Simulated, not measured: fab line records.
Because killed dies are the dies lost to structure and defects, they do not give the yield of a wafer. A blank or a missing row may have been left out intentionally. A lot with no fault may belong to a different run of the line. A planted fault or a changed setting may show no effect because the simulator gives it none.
Which of the tools did it? | flow rit_cmos | at 1 step of a route of 202, 15 lots with 45 wafers sampled

## WHAT EACH GAUGE READ, for each wafer
RIT_FOX2_THK_MEAS_01.
lot  | measured    | on            | FOX2_OXIDE_THK (nm)
L820 | day 2 05:52 | film_metro-03 | 345 349 345
L821 | day 2 11:46 | film_metro-03 | 355 353 356
L822 | day 2 15:29 | film_metro-02 | 350 351 352
L823 | day 2 19:51 | film_metro-03 | 355 354 350
L824 | day 2 23:14 | film_metro-04 | 351 361 354
L826 | day 4 02:40 | film_metro-03 | 349 351 355
L827 | day 4 02:40 | film_metro-02 | 353 358 360
L828 | day 4 08:07 | film_metro-04 | 350 347 343
L829 | day 4 08:07 | film_metro-02 | 363 361 364
L831 | day 4 20:59 | film_metro-03 | 358 353 350
L833 | day 5 00:41 | film_metro-02 | 357 362 362
L834 | day 5 04:23 | film_metro-03 | 352 359 354
L835 | day 5 13:35 | film_metro-04 | 351 354 349
L841 | day 6 10:25 | film_metro-04 | 345 347 348
L842 | day 6 14:31 | film_metro-04 | 345 351 350

## TOOL THAT RAN EACH LOT (tool first, then ch and the chambers of the sampled wafers, then the start)
There is no process step in the record ahead of these readings.

## WHAT THE TOOLS THEMSELVES READ (means of the sampled wafers that have a number; where no wafer has one, the mark that the record gives instead)
The record holds no such reading with a usual standard deviation.

## THE ANSWER, worked out from the rows above alone
Rule: usual is defined by the lots themselves. The widest of any qualifying gaps counts: lots, ordered by their means at a reading, are off when they make up no more than a third of the lots, leave a main group of 4 or more, and stand apart from it by 3 or more times the standard deviation of that group's means. Not used: any main group whose means are identical at the precision the tables above print for the reading. Also off: a lot with no number at a reading for which 4 or more lots have one. Any other lot the step has rows for is counted as sound. After the gauges, taken in route order, come the tools' own readings; for these a lot's mean is taken, as printed above. The first step at which some lot is off is used, and at that step the reading that is off furthest; a lot without a number counts as furthest.
No lot is off at any reading shown: from this, nothing can be told.

## WHAT WAS PUT IN BY THE SIMULATOR
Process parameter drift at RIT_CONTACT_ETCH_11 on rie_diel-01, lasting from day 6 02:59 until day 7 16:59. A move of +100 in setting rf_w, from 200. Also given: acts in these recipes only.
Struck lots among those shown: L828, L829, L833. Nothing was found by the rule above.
